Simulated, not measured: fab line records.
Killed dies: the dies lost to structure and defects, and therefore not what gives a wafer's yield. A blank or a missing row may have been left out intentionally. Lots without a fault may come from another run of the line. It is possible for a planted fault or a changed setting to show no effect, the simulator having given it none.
2 desks, one fault -- flow rit_cmos -- each desk has only its own numbers; what lay behind them comes last

## THE TOOL OWNER'S DESK: rie_diel-02
The tool's own readings at RIT_CONTACT_ETCH_11 (etches SiO2 in CHF3/CF4/Ar, stops on TiSi2, target depth 480 nm, time 320 s): means of the sampled wafers that have a number, for each lot that ran on this tool. The brackets show how far a lot's mean lies from the usual mean; more than 4 standard deviations puts the lot out of limits, marked OUT.
Columns: A = drypump_motor_current_A at RIT_CONTACT_ETCH_11, usual 5.7 A; B = mfc_ar_sccm at RIT_CONTACT_ETCH_11, usual 100.0 sccm; C = oes_product_au at RIT_CONTACT_ETCH_11, usual 0.987 a.u.; D = rf_fwd_power_W at RIT_CONTACT_ETCH_11, usual 199.5 W; E = throttle_valve_pct at RIT_CONTACT_ETCH_11, usual 8.91 %
lot,first seen here,A,B,C,D,E
L836,day 4 16:28,5.6,100.1,0.992,200.1,8.81
L840,day 5 12:47,5.6,100.2,0.991,199.7,8.82
L843,day 6 02:15,5.8,100.0,1.001,199.7,8.94
This desk's verdict: no lot among the 3 shows anything out of limits.

## METROLOGY DESK
What the gauges read for every lot (on any tool): the sampled wafers with a number, averaged. The brackets show how far a lot's mean lies from the usual mean; more than 4 standard deviations puts the lot out of limits, marked OUT.
Columns: A = CONTACT_TEOS_THK at RIT_CONTACT_THK_MEAS_01, usual 398 nm; B = cd_nm at RIT_CONTACT_CD_MEAS_08, usual 999.9 nm; C = CONTACT_OVL at RIT_CONTACT_OVL_MEAS_09, usual 0.2 nm
lot,first seen here,A,B,C
L836,day 4 15:01,405,1002.5,0.0
L837,day 4 21:05,403,1000.7,1.0
L840,day 5 11:26,392,996.5,0.7
L843,day 6 00:47,404,1001.7,0.3
L844,day 6 04:59,402,1001.6,0.0
L847,day 6 21:20,392,998.3,0.9
This desk's verdict: no lot among the 6 shows anything out of limits.

## TAKEN TOGETHER
Nothing out of limits was seen by the tool owner's desk.
The metrology desk saw nothing out of limits.

## WHAT THE SIMULATOR PUT IN
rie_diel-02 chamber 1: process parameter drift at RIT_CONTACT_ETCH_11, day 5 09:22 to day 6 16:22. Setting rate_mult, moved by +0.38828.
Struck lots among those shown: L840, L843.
